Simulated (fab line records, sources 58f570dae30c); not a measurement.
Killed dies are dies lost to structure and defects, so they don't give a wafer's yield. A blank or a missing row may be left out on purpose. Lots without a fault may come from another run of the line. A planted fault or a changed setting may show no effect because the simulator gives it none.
A struck lot beside a sound one | flow berkeley_cmos170 | 31 steps out of a route of 331
Sound: wafers L798.1, L798.2, L798.5. Struck: wafers L811.1, L811.2, L811.4. The cause comes at the end.
At each step with rows: each side's tool, then ch and its chambers, then its first start. Under that, the readings that differ: sound wafers | struck wafers | difference of the means | sigmas: that difference in standard deviations of wafers without a fault.
alike: readings whose means differ by less than 2 such deviations, and words and numbers that are the same on both sides. not compared: withheld readings, readings that some wafer has no value for, bounds like >300 that may hide the same value, and numbers for which the record gives no deviation and whose values overlap.
The two part at a step that has a row with sigmas, a row that says differs or no value, or rows on one side only. Numbers that don't overlap but have no deviation are shown without sigmas and don't part them. A reading that every wafer of one side lacks parts them only if that side has two wafers or more.

UCB170_PLDD_TW_MEAS_11:
  sound on film_metro-04, day 7 10:54; struck on film_metro-04, day 10 00:39
  alike: PLDD_TW
then, 7 steps without rows for these wafers: UCB170_PLDD_CLEAN_12 (cleans in SPM, time 600 s); UCB170_NLDD_HMDS_00 (prime time 60 s); UCB170_NLDD_COAT_01 (resist thk 900 nm); UCB170_NLDD_SOFTBAKE_02 (time 60 s); UCB170_NLDD_EXPOSE_03 (exposes mask NSELECT, target cd 1200 nm); UCB170_NLDD_PEB_04; UCB170_NLDD_DEVELOP_05 (develop time 45 s).
UCB170_NLDD_CD_MEAS_06: target cd 1200 nm.
  sound on cd_sem-02, day 7 13:03; struck on cd_sem-01, day 10 02:32
  alike: cd_nm
UCB170_NLDD_OVL_MEAS_07:
  sound on overlay-01, day 7 13:10; struck on overlay-01, day 10 02:40
  alike: NLDD_OVL
then, 2 steps without rows for these wafers: UCB170_NLDD_IMPLANT_08; UCB170_NLDD_IMPLANT_09.
UCB170_NLDD_STRIP_10: strips in O2.
  sound on plasma_asher-04 ch 0,1, day 7 13:31; struck on plasma_asher-04 ch 0,1, day 10 02:59
  reading                               | sound             | struck            | difference                    | sigmas
  oes_product_au (a.u.)                 | 0.740 0.735 0.734 | 0.975 0.979 0.977 | +0.241                        | +53
  strip_time_to_endpoint_s (s)          | 21.60 21.71 21.64 | - - -             | no value on the struck wafers |
  model.KrF_of_NLDD_COAT_01.thk_nm (nm) | 0 0 0             | 298.7 297.8 298.5 | +298.3                        |
  alike: drypump_motor_current_A
  not compared: rf_hours_counter_h
UCB170_NLDD_TW_MEAS_11:
  sound on film_metro-04, day 7 13:37; struck on film_metro-01, day 10 03:05
  alike: NLDD_TW
then, 1 step without rows for these wafers: UCB170_NLDD_CLEAN_12 (cleans in SPM, time 600 s).
UCB170_SPACER_CVD_00: deposits SiO2 from TEOS/O2, target thk 376 nm, time 47 s.
  sound on pecvd-03 ch 1,2, day 7 16:30; struck on pecvd-02 ch 0,1, day 10 03:58
  alike: heater_power_w
  not compared: since_wet_clean_h
UCB170_SPACER_THK_MEAS_01:
  sound on film_metro-01, day 7 16:36; struck on film_metro-03, day 10 04:04
  alike: SPACER_TEOS_THK
then, 1 step without rows for these wafers: UCB170_SPACER_ANNEAL_02 (time 1800 s).
UCB170_SPACER_ETCHBACK_03: etches SiO2 in CHF3/CF4/Ar, stops on Si, target depth 376 nm, time 100 s.
  sound on rie_diel-04 ch 0,2,3, day 8 01:02; struck on rie_diel-01 ch 1,2,3, day 10 09:32
  alike: drypump_motor_current_A, mfc_ar_sccm, oes_product_au, throttle_valve_pct
  not compared: rf_hours_counter_h
then, 6 steps without rows for these wafers: UCB170_PSD_HMDS_00 (prime time 60 s); UCB170_PSD_COAT_01 (resist thk 900 nm); UCB170_PSD_SOFTBAKE_02 (time 60 s); UCB170_PSD_EXPOSE_03 (exposes mask PSELECT MOD, target cd 1200 nm); UCB170_PSD_PEB_04; UCB170_PSD_DEVELOP_05 (develop time 45 s).
UCB170_PSD_CD_MEAS_06: target cd 1200 nm.
  sound on cd_sem-02, day 8 02:29; struck on cd_sem-02, day 10 11:14
  alike: cd_nm
UCB170_PSD_OVL_MEAS_07:
  sound on overlay-01, day 8 02:37; struck on overlay-02, day 10 11:21
  alike: PSD_OVL
then, 1 step without rows for these wafers: UCB170_PSD_IMPLANT_08.
UCB170_PSD_STRIP_09: strips in O2.
  sound on plasma_asher-02 ch 0,1, day 8 02:48; struck on plasma_asher-01 ch 0,1, day 10 11:32
  reading                      | sound             | struck            | difference | sigmas
  oes_product_au (a.u.)        | 0.604 0.602 0.600 | 0.634 0.630 0.632 | +0.030     | +7
  strip_time_to_endpoint_s (s) | 29.25 29.21 29.16 | 38.16 38.10 38.08 | +8.91      | +99 or more
  alike: drypump_motor_current_A
  not compared: rf_hours_counter_h
UCB170_PSD_TW_MEAS_10:
  sound on film_metro-04, day 8 02:54; struck on film_metro-01, day 10 11:38
  reading | sound          | struck   | difference | sigmas
  PSD_TW  | 2316 2315 2320 | 30 30 30 | -2287      | -91
then, 1 step without rows for these wafers: UCB170_PSD_CLEAN_11 (cleans in SPM, time 600 s).

WHERE THEY PART
First at UCB170_NLDD_STRIP_10; last, within this record, at UCB170_PSD_TW_MEAS_10.

WHY: what the simulator had put in
Strip aborted: plasma_asher-04, from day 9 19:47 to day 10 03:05, at UCB170_NLDD_STRIP_10. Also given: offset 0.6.
